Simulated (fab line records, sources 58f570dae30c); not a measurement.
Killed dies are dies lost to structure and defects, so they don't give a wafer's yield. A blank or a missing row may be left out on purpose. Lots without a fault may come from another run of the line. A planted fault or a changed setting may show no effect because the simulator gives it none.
Chamber matching | flow berkeley_cmos170 | UCB170_SPACER_CVD_00 on pecvd-04: 3 sister chambers
The step deposits SiO2 from TEOS/O2, target thk 376 nm, time 47 s. 6 wafers are shown with their chamber, then 7 later ones without.

WAFERS WITH THEIR CHAMBER
wafer  | chamber | heater_power_w (W)
L274.6 | 1       | 295
L285.1 | 0       | 235
L285.2 | 1       | 307
L285.3 | 2       | 261
L284.1 | 2       | 289
L284.3 | 0       | 196

WAFERS WITHOUT THEIR CHAMBER
wafer  | heater_power_w (W)
L284.4 | 251
L290.1 | 273
L290.3 | 295
L290.5 | 208
L291.1 | 189
L291.3 | 299
L291.4 | 301

WHICH CHAMBER EACH WENT THROUGH
wafer  | from the rows above          | in truth
L284.4 | can't be placed: 2 or 0 or 1 | 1
L290.1 | can't be placed: 2 or 1      | 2
L290.3 | can't be placed: 1 or 2      | 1
L290.5 | 0                            | 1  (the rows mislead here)
L291.1 | 0                            | 0
L291.3 | can't be placed: 1 or 2      | 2
L291.4 | can't be placed: 1 or 2      | 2
Placed correctly: 1 of 7. Can't be placed from these rows: 5 (the true chamber is among the candidates in 5). Placed wrongly: 1.
How it was worked out, from the rows above alone: a wafer's distance from a chamber is the root of the sum, over the readings, of the square of ((its reading less the chamber's mean) divided by the reading's scatter). The wafer belongs to the nearest chamber; if the next one is less than 2 further off, it can't be placed. A chamber's mean is the mean of its shown wafers. The scatter: the root of (the sum of the squares of (reading less its chamber's mean) over the shown wafers, divided by (wafers less chambers)).
